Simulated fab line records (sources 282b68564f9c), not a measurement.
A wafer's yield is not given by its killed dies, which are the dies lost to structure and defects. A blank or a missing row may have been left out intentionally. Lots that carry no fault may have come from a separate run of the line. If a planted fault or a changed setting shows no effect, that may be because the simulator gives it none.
A lot that was struck, set against a sound lot	flow rit-cmos	35 out of 202 route steps
Sound: the wafers L729.1, L729.2, L729.3. Wafers struck: L737.1, L737.3, L737.5. Last of all comes the cause.
For every step that has rows: the tool of each side, followed by ch and its chambers, followed by its first start. Under that, the readings that differ: sound wafers	struck wafers	difference of the means	sigmas: that difference in standard deviations of wafers without a fault.
alike: a reading whose means differ by less than 2 such deviations, as well as words and numbers matching on both sides. not compared: withheld readings; readings where some wafer has no value; bounds like >300 that might hide an equal value; numbers whose values overlap and for which the record gives no deviation.
A row with sigmas, a row that says differs or no value, or rows on one side alone: a step with any of these is where the two part. Numbers that have no deviation but don't overlap get no sigmas and don't part them. A reading that every wafer of one side lacks parts them only if that side has two wafers or more.

first, 4 steps without rows for these wafers: RIT_ACTIVE_CLEAN_15 (cleans in SC1, time 600 s); RIT_ACTIVE_CLEAN_16 (cleans in dHF, time 30 s); RIT_ACTIVE_CLEAN_17 (cleans in SC2, time 600 s); RIT_FOX1_OXIDATION_00 (target thk 350.7 nm, ox time 1130 s).
RIT_FOX1_THK_MEAS_01:
  sound on film-metro-02, day 1 18:31; struck on film-metro-03, day 3 13:25
  alike: FOX1_OXIDE_THK
then, 2 steps without rows for these wafers: RIT_FOX1_WET_ETCH_02 (etches SiO2 in BOE, target depth 350 nm, time 390 s); RIT_FOX2_OXIDATION_00 (target thk 350.7 nm, ox time 1130 s).
RIT_FOX2_THK_MEAS_01:
  sound on film-metro-04, day 1 20:00; struck on film-metro-04, day 3 15:23
  alike: FOX2_OXIDE_THK
then, 2 steps without rows for these wafers: RIT_FOX2_CLEAN_02 (cleans in dHF, time 180 s); RIT_FOX2_WET_ETCH_03 (etches Si3N4 in H3PO4, target depth 195 nm, time 2700 s).
RIT_FOX2_THK_MEAS_90:
  sound on film-metro-01, day 1 20:58; struck on film-metro-04, day 3 16:20
  alike: FIELD_OXIDE_LEFT_1_THK
then, 1 step without rows for these wafers: RIT_NWELL_HMDS_00 (prime time 60 s).
RIT_NWELL_COAT_01: resist thk 1300 nm.
  sound on litho-track-03 ch 0, day 1 21:10; struck on litho-track-03 ch 0, day 3 16:32
reading	sound	struck	difference	sigmas
model.NOVOLAK_of_NWELL_COAT_01.thk-nm (nm)	1307 1305 1308	259.7 260.6 260.5	-1046.4	
  alike: dispense-pressure-kPa
then, 4 steps without rows for these wafers: RIT_NWELL_SOFTBAKE_02 (time 60 s); RIT_NWELL_EXPOSE_03 (exposes mask M2, target cd 43900 nm); RIT_NWELL_PEB_04; RIT_NWELL_DEVELOP_05 (develop time 68 s).
RIT_NWELL_OVL_MEAS_06:
  sound on overlay-01, day 1 22:01; struck on overlay-01, day 3 17:16
  alike: NWELL_OVL
RIT_NWELL_HARDBAKE_07: time 120 s.
  sound on litho-track-02 ch 0, day 1 22:04; struck on litho-track-04 ch 0, day 3 17:18
reading	sound	struck	difference	sigmas
model.NOVOLAK_of_NWELL_COAT_01.thk-nm (nm)	1143 1141 1144	234 234.8 234.7	-908	
after that, 1 step had no rows for these wafers: RIT_NWELL_IMPLANT_08.
RIT_NWELL_STRIP_09: strips in O2, time 180 s.
  sound on plasma-asher-04 ch 0,1, day 1 22:30; struck on plasma-asher-01 ch 0, day 3 17:42
  alike: chamber-pressure-mTorr, drypump-motor-current-A, o2-flow-sccm
  not compared: rf-hours-counter-h
RIT_NWELL_TW_MEAS_10:
  sound on film-metro-01, day 1 22:40; struck on film-metro-02, day 3 17:53
  alike: NWELL_TW
then, 6 steps without rows for these wafers: RIT_PWELL_HMDS_00 (prime time 60 s); RIT_PWELL_COAT_01 (resist thk 1300 nm); RIT_PWELL_SOFTBAKE_02 (time 60 s); RIT_PWELL_EXPOSE_03 (exposes mask M3, target cd 43700 nm); RIT_PWELL_PEB_04; RIT_PWELL_DEVELOP_05 (develop time 68 s).
RIT_PWELL_OVL_MEAS_06:
  sound on overlay-01, day 1 23:48; struck on overlay-01, day 3 18:56
  alike: PWELL_OVL
then, 2 steps without rows for these wafers: RIT_PWELL_HARDBAKE_07 (time 120 s); RIT_PWELL_IMPLANT_08.
RIT_PWELL_STRIP_09: strips in O2, time 180 s.
  sound on plasma-asher-03 ch 0,1, day 2 00:14; struck on plasma-asher-02 ch 0,1, day 3 19:23
  alike: chamber-pressure-mTorr, drypump-motor-current-A, o2-flow-sccm
  not compared: rf-hours-counter-h
RIT_PWELL_TW_MEAS_10:
  sound on film-metro-04, day 2 00:25; struck on film-metro-01, day 3 19:33
reading	sound	struck	difference	sigmas
PWELL_TW	940 942 937	1999 2002 2001	+1061	+99 or more
then, 1 step without rows for these wafers: RIT_WELLDRIVE_ANNEAL_00 (time 14700 s).
RIT_M1_PROBE_99:
  sound on prober-01, day 3 15:26; struck on prober-01, day 5 09:22
reading	sound	struck	difference	sigmas
model.etest.pwell-pinched.rs-ohm-sq	452.5 461.2 448.5	792 802 785.2	+339	
model.etest.nmos_0p3.r-on-ohm-um	2123 2184 2120	2009 2032 2048	-113	
model.etest.nmos-turned.drive-ua-um	341.1 330.6 335.5	373 370.1 370.6	+36	
model.etest.nmos_0p15.drive-ua-um	475.3 455.2 472.7	511.2 510.8 513.4	+44.1	
model.etest.nmos_0p3.drive-ua-um	230.1 224.8 229	259 258.9 258.1	+31	
model.etest.nmos-narrow.drive-ua-um	227.7 221.6 223.7	240.8 246.4 244.6	+19.6	
model.etest.well-edge-left.line-ohm-um	180.3 180.5 180.8	164.5 162.6 162	-17.5	
  alike: killed-at-contacts, killed-at-front-end, killed-dies, killed-open, killed-short
  not compared: model.etest.nmos_0p15.r-on-ohm-um

WHERE THEY PART
Only at RIT_PWELL_TW_MEAS_10, within this record. Later steps at which nothing parts them and some readings are alike: RIT_M1_PROBE_99.

WHY: what the simulator had put in
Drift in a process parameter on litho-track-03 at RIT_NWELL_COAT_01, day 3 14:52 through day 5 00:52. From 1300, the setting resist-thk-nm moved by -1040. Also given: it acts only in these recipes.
